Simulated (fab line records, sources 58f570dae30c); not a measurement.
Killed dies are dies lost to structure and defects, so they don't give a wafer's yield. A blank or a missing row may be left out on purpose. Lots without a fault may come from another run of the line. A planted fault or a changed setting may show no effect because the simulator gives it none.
A struck lot beside a sound one | flow berkeley_cmos170 | 44 steps out of a route of 331
Sound: wafers L320.1, L320.2, L320.5. Struck: wafers L324.2, L324.4, L324.5. The cause comes at the end.
At each step with rows: each side's tool, then ch and its chambers, then its first start. Under that, the readings that differ: sound wafers | struck wafers | difference of the means | sigmas: that difference in standard deviations of wafers without a fault.
alike: readings whose means differ by less than 2 such deviations, and words and numbers that are the same on both sides. not compared: withheld readings, readings that some wafer has no value for, bounds like >300 that may hide the same value, and numbers for which the record gives no deviation and whose values overlap.
The two part at a step that has a row with sigmas, a row that says differs or no value, or rows on one side only. Numbers that don't overlap but have no deviation are shown without sigmas and don't part them. A reading that every wafer of one side lacks parts them only if that side has two wafers or more.

first, 3 steps without rows for these wafers: UCB170_PVT_EXPOSE_03 (exposes mask NWELL, target cd 3000 nm); UCB170_PVT_PEB_04; UCB170_PVT_DEVELOP_05 (develop time 45 s).
UCB170_PVT_OVL_MEAS_06:
  sound on overlay-02, day 8 17:29; struck on overlay-01, day 9 09:34
  reading      | sound    | struck  | difference | sigmas
  PVT_OVL (nm) | -5 0 -13 | 11 11 7 | +16        | +2
then, 1 step without rows for these wafers: UCB170_PVT_IMPLANT_07.
UCB170_PVT_STRIP_08: strips in O2.
  sound on plasma_asher-03 ch 0,1, day 8 17:40; struck on plasma_asher-03 ch 0,1, day 9 09:45
  reading                      | sound             | struck            | difference | sigmas
  strip_time_to_endpoint_s (s) | 21.59 21.65 21.58 | 21.46 21.46 21.51 | -0.13      | -2
  alike: drypump_motor_current_A, o2_flow_sccm, oes_product_au
  not compared: rf_hours_counter_h
UCB170_PVT_TW_MEAS_09:
  sound on film_metro-03, day 8 17:50; struck on film_metro-03, day 9 09:55
  alike: PVT_TW
then, 1 step without rows for these wafers: UCB170_GATE_WET_ETCH_00 (etches SiO2 in dHF, time 200 s).
UCB170_FIELD_THK_MEAS_91:
  sound on film_metro-01, day 8 17:58; struck on film_metro-03, day 9 10:02
  alike: FIELD_OXIDE_LEFT_2_THK
then, 1 step without rows for these wafers: UCB170_GATE_OXIDATION_01 (target thk 6.6 nm, ox time 1800 s).
UCB170_GATE_THK_MEAS_02:
  sound on film_metro-01, day 8 23:02; struck on film_metro-03, day 9 12:10
  alike: GATE_OXIDE_THK
then, 1 step without rows for these wafers: UCB170_GATE_ANNEAL_03 (time 1800 s).
UCB170_GATE_CVD_04: deposits poly-Si from SiH4, time 1440 s, target thk 214 nm.
  sound on lpcvd-01 ch 0, day 9 05:29; struck on lpcvd-01 ch 0, day 9 16:38
  reading                                  | sound             | struck          | difference | sigmas
  sih4_flow_sccm (sccm)                    | 120.0 120.7 120.0 | 59.9 59.6 59.8  | -60.5      | -99 or more
  model.poly-Si_of_GATE_CVD_04.thk_nm (nm) | 212.7 214.1 214.1 | 109.6 108 110.5 | -104.3     |
  alike: zone_power_source_pct
UCB170_GATE_THK_MEAS_05:
  sound on film_metro-03, day 9 06:53; struck on film_metro-03, day 9 18:07
  reading            | sound             | struck            | difference | sigmas
  GATE_POLY_THK (nm) | 212.7 214.0 214.2 | 109.6 108.0 110.5 | -104.3     | -52
then, 6 steps without rows for these wafers: UCB170_GATE_COAT_06; UCB170_GATE_COAT_07 (resist thk 900 nm); UCB170_GATE_SOFTBAKE_08 (time 60 s); UCB170_GATE_EXPOSE_09 (exposes mask POLY, target cd 350 nm); UCB170_GATE_PEB_10; UCB170_GATE_DEVELOP_11 (develop time 45 s).
UCB170_GATE_CD_MEAS_12: target cd 350 nm.
  sound on cd_sem-01, day 9 08:36; struck on cd_sem-01, day 9 20:24
  reading    | sound             | struck            | difference | sigmas
  cd_nm (nm) | 353.2 352.7 351.5 | 348.4 349.1 350.6 | -3.1       | -2
UCB170_GATE_OVL_MEAS_13:
  sound on overlay-01, day 9 08:43; struck on overlay-01, day 9 20:31
  alike: GATE_OVL
UCB170_GATE_ETCH_14: etches BARC in N2/H2.
  sound on rie_diel-01 ch 0,3, day 9 08:45; struck on rie_diel-01 ch 1,2,3, day 9 20:32
  alike: drypump_motor_current_A, oes_product_au, throttle_valve_pct
UCB170_GATE_ETCH_15: etches poly-Si in HBr/Cl2, stops on SiO2, time 56.3 s, target depth 278.2 nm.
  sound on rie_si-01 ch 0,1,3, day 9 08:48; struck on rie_si-01 ch 1,3, day 9 20:35
  reading                          | sound             | struck            | difference | sigmas
  oes_product_au (a.u.)            | 0.827 0.825 0.844 | 0.555 0.552 0.560 | -0.276     | -31
  model.GATE.feature_depth_nm (nm) | 212.7 214.1 214.1 | 109.6 108 110.5   | -104.3     |
  model.etch.depth_nm (nm)         | 212.7 214.1 214.1 | 109.6 108 110.5   | -104.3     |
  alike: drypump_motor_current_A, throttle_valve_pct
  not compared: rf_hours_counter_h
UCB170_GATE_STRIP_16: strips in O2.
  sound on plasma_asher-03 ch 0,1, day 9 08:50; struck on plasma_asher-03 ch 0,1, day 9 20:38
  alike: drypump_motor_current_A, o2_flow_sccm, oes_product_au
  not compared: rf_hours_counter_h
UCB170_GATE_CD_MEAS_90: target cd 350 nm.
  sound on cd_sem-01, day 9 09:26; struck on cd_sem-02, day 9 20:45
  reading    | sound             | struck            | difference | sigmas
  cd_nm (nm) | 353.4 351.7 351.4 | 348.0 349.1 350.1 | -3.1       | -2
then, 7 steps without rows for these wafers: UCB170_GATE_CLEAN_17 (cleans in SPM, time 600 s); UCB170_PLDD_HMDS_00 (prime time 60 s); UCB170_PLDD_COAT_01 (resist thk 900 nm); UCB170_PLDD_SOFTBAKE_02 (time 60 s); UCB170_PLDD_EXPOSE_03 (exposes mask PSELECT, target cd 1200 nm); UCB170_PLDD_PEB_04; UCB170_PLDD_DEVELOP_05 (develop time 45 s).
UCB170_PLDD_CD_MEAS_06: target cd 1200 nm.
  sound on cd_sem-01, day 9 11:07; struck on cd_sem-02, day 9 22:11
  alike: cd_nm
UCB170_PLDD_OVL_MEAS_07:
  sound on overlay-01, day 9 11:14; struck on overlay-01, day 9 22:17
  alike: PLDD_OVL
then, 2 steps without rows for these wafers: UCB170_PLDD_IMPLANT_08; UCB170_PLDD_IMPLANT_09.
UCB170_PLDD_STRIP_10: strips in O2.
  sound on plasma_asher-03 ch 0,1, day 9 11:34; struck on plasma_asher-04 ch 0,1, day 9 22:37
  alike: drypump_motor_current_A, o2_flow_sccm, oes_product_au, strip_time_to_endpoint_s
  not compared: rf_hours_counter_h
UCB170_PLDD_TW_MEAS_11:
  sound on film_metro-01, day 9 11:40; struck on film_metro-04, day 9 22:43
  alike: PLDD_TW
then, 3 steps without rows for these wafers: UCB170_PLDD_CLEAN_12 (cleans in SPM, time 600 s); UCB170_NLDD_HMDS_00 (prime time 60 s); UCB170_NLDD_COAT_01 (resist thk 900 nm).
UCB170_SILICIDE_PRE_CLEAN_00: preclean etch time 60 s.
  sound on pvd_sputter-01, day 10 01:53; struck on pvd_sputter-02, day 10 13:09
  reading                                  | sound             | struck            | difference | sigmas
  model.poly-Si_of_GATE_CVD_04.thk_nm (nm) | 205.9 207.2 207.2 | 102.7 101.2 103.7 | -104.2     |
UCB170_M3_PROBE_99:
  the record has rows for the struck wafers here (prober-01, day 11 11:08) and none for the sound ones

WHERE THEY PART
First at UCB170_PVT_OVL_MEAS_06; last, within this record, at UCB170_M3_PROBE_99.

WHY: what the simulator had put in
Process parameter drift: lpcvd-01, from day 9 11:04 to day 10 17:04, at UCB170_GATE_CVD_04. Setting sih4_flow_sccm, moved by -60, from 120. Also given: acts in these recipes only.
